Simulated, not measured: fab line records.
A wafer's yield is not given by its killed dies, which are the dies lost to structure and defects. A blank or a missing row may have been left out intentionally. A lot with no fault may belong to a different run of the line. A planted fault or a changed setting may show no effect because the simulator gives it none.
Lot-split experiment	flow berkeleyCmos170	on a route of 331 steps: 5 lots, 23 wafers read

## ABOUT THE SPLIT
At UCB170_PFIELD_COAT_01 (resist thk 900 nm), the setting spinRpm was moved away from the recipe's 1500 rpm on 8 of the 23 wafers read, by -4.4% to -2.6%. For the rest of the wafers, this setting stayed at what the recipe calls for.

The reading comes from the split's own step.

## THE READING
KrF_of_PFIELD_COAT_01.thkNm (the simulator's own value, which no gauge read), in nm, at UCB170_PFIELD_COAT_01 (resist thk 900 nm). The file gives no usual value for it. Here, 15 wafers ran the recipe; their average is 901.6 nm with a standard deviation of 2.2 nm.

wafer	tool, chamber at the split	spinRpm as run, rpm	against the recipe	KrF_of_PFIELD_COAT_01.thkNm, nm	against lot-mates on the recipe
L074.1	lithoTrack-04, 0	1500	recipe	902.8	-
L074.2	lithoTrack-04, 0	1500	recipe	903.5	-
L074.3	lithoTrack-04, 0	1434	-4.4%	920.7	+17.6
L074.4	lithoTrack-04, 0	1434	-4.4%	920.5	+17.4
L074.6	lithoTrack-04, 0	1434	-4.4%	922.8	+19.6
L079.3	lithoTrack-04, 0	1500	recipe	903.7	-
L079.4	lithoTrack-04, 0	1500	recipe	904.8	-
L079.5	lithoTrack-04, 0	1500	recipe	903.9	-
L082.1	lithoTrack-02, 0	1442	-3.9%	920.1	+20.5
L082.2	lithoTrack-02, 0	1500	recipe	898.9	-
L082.4	lithoTrack-02, 0	1442	-3.9%	919.8	+20.1
L082.5	lithoTrack-02, 0	1442	-3.9%	918.1	+18.5
L082.6	lithoTrack-02, 0	1500	recipe	900.4	-
L081.1	lithoTrack-04, 0	1461	-2.6%	916.7	+14.4
L081.2	lithoTrack-04, 0	1500	recipe	904	-
L081.3	lithoTrack-04, 0	1461	-2.6%	912.9	+10.6
L081.5	lithoTrack-04, 0	1500	recipe	901.4	-
L081.6	lithoTrack-04, 0	1500	recipe	901.5	-
L085.1	lithoTrack-04, 0	1500	recipe	901.4	-
L085.2	lithoTrack-04, 0	1500	recipe	898.7	-
L085.3	lithoTrack-04, 0	1500	recipe	897	-
L085.5	lithoTrack-04, 0	1500	recipe	901	-
L085.6	lithoTrack-04, 0	1500	recipe	901.3	-

THE FIT
A straight line over all 23 wafers: KrF_of_PFIELD_COAT_01.thkNm changes by -4.57 nm for each +1% of spinRpm; r = -0.97; the points scatter about the line by 2 nm.
The same after taking each lot's own level away (the mean of its wafers on the recipe; 23 wafers): -4.56 nm for each +1%; r = -0.98; scatter 1.7 nm.
Per that fit: largest spinRpm move, reading shift of 20 nm.
From 899.65 to 904.13 nm: that is the span of the lots' own levels, equal to 2.1 times the standard deviation above.
So the lot-to-lot level changes the slope little: the two slopes agree.
Check: with one of the wafers moved furthest among these (-4.4%) left out of the fit, the line predicts +20.7 nm for it against its lot-mates. Against them it came out at +17.6 nm.

## THESE WAFERS: OTHER SPLITS
These wafers also went through other splits before the reading. Each is held against what the fit with the lots' levels taken away leaves over:
other split on the same wafers	wafers away from the commonest value	r with KrF_of_PFIELD_COAT_01.thkNm (lot level and that fit taken away)
UCB170_ZERO_COAT_01 spinRpm	7	-0.16
UCB170_WELLDRIVE_OXIDATION_01 oxTimeS	10	-0.05

## THE WHOLE CHAIN: every reading that the file lists as answering this split, in the file's order
step	what it does	reading	change (the file's fit)	r (the file's)
UCB170_PFIELD_COAT_01	resist thk 900 nm	KrF_of_PFIELD_COAT_01.thkNm (the simulator's own value, which no gauge read)	-4.59 nm for each +1% of the setting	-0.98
UCB170_PFIELD_STRIP_08	strips in O2	stripTimeToEndpointS	withheld for each +1% of the setting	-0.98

## THE FILE'S OWN FIT
KrF_of_PFIELD_COAT_01.thkNm changes by -4.59 nm for each +1% of spinRpm, r = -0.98.
